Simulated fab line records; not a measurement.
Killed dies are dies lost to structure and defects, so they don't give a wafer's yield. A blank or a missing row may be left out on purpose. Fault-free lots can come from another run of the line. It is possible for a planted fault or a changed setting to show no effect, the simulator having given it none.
Which of the tools did it? -- flow rit cmos -- 42 wafers sampled from 14 lots at 1 step of a route of 202

== WHAT EACH GAUGE READ, for each wafer ==
Not one reading of a measure or inspect step in the record can be checked against a usual standard deviation.

== WHAT TOOL EACH LOT RAN ON (gives the tool, then ch and the chambers of the sampled wafers, and finally the start) ==
lot,RIT_PRETRO_PEB_04
L391,"litho track-03 ch 0, day 2 11:31"
L393,"litho track-03 ch 0, day 2 22:49"
L394,"litho track-02 ch 0, day 3 03:02"
L399,"litho track-02, day 4 03:24"
L400,"litho track-02, day 4 09:38"
L403,"litho track-02 ch 0, day 4 23:46"
L404,"litho track-02 ch 0, day 5 05:07"
L406,"litho track-03 ch 0, day 5 14:58"
L408,"litho track-02 ch 0, day 6 02:23"
L409,"litho track-01 ch 0, day 6 09:12"
L410,"litho track-02 ch 0, day 6 12:08"
L411,"litho track-02 ch 0, day 6 16:36"
L412,"litho track-01 ch 0, day 6 21:00"
L413,"litho track-01 ch 0, day 7 02:13"
- RIT_PRETRO_PEB_04

== AS READ BY THE TOOLS THEMSELVES (means over the sampled wafers that have a number; for cases with no such wafer, the mark the record gives instead) ==
RIT_PRETRO_PEB_04. Usual: 45.0 Pa for exhaust pa, sd 0.84.
lot,tool,exhaust pa (Pa),flag
L391,litho track-03,45.5,
L393,litho track-03,44.9,
L394,litho track-02,44.7,
L399,litho track-02,-,OFF
L400,litho track-02,-,OFF
L403,litho track-02,44.4,
L404,litho track-02,45.5,
L406,litho track-03,45.1,
L408,litho track-02,44.4,
L409,litho track-01,44.0,
L410,litho track-02,45.0,
L411,litho track-02,46.2,
L412,litho track-01,43.8,
L413,litho track-01,45.2,

== THE ANSWER, worked out from the rows above alone ==
Rule: a lot counts as off when the mean over its wafers that have a number is more than 3 standard deviations away from the usual mean. Also off: a lot with no number at a reading for which 4 or more lots have one. Where the step has rows for the other lots, those lots are counted as sound. Order of review: gauges by route order, followed by the tools' own readings, for which a lot's mean as printed above is used. At the first step where some lot is off, the reading lying furthest off is the one used; lots without a number count as furthest.
Off at RIT_PRETRO_PEB_04 (exhaust pa): L399, L400. Without a number there: L399, L400.
If a tool, at that step or one of the process steps before it, ran each lot that is off and ran no sound lot following the first of them, it fits. None of those tried fits.

== WHAT THE SIMULATOR HAD PUT IN ==
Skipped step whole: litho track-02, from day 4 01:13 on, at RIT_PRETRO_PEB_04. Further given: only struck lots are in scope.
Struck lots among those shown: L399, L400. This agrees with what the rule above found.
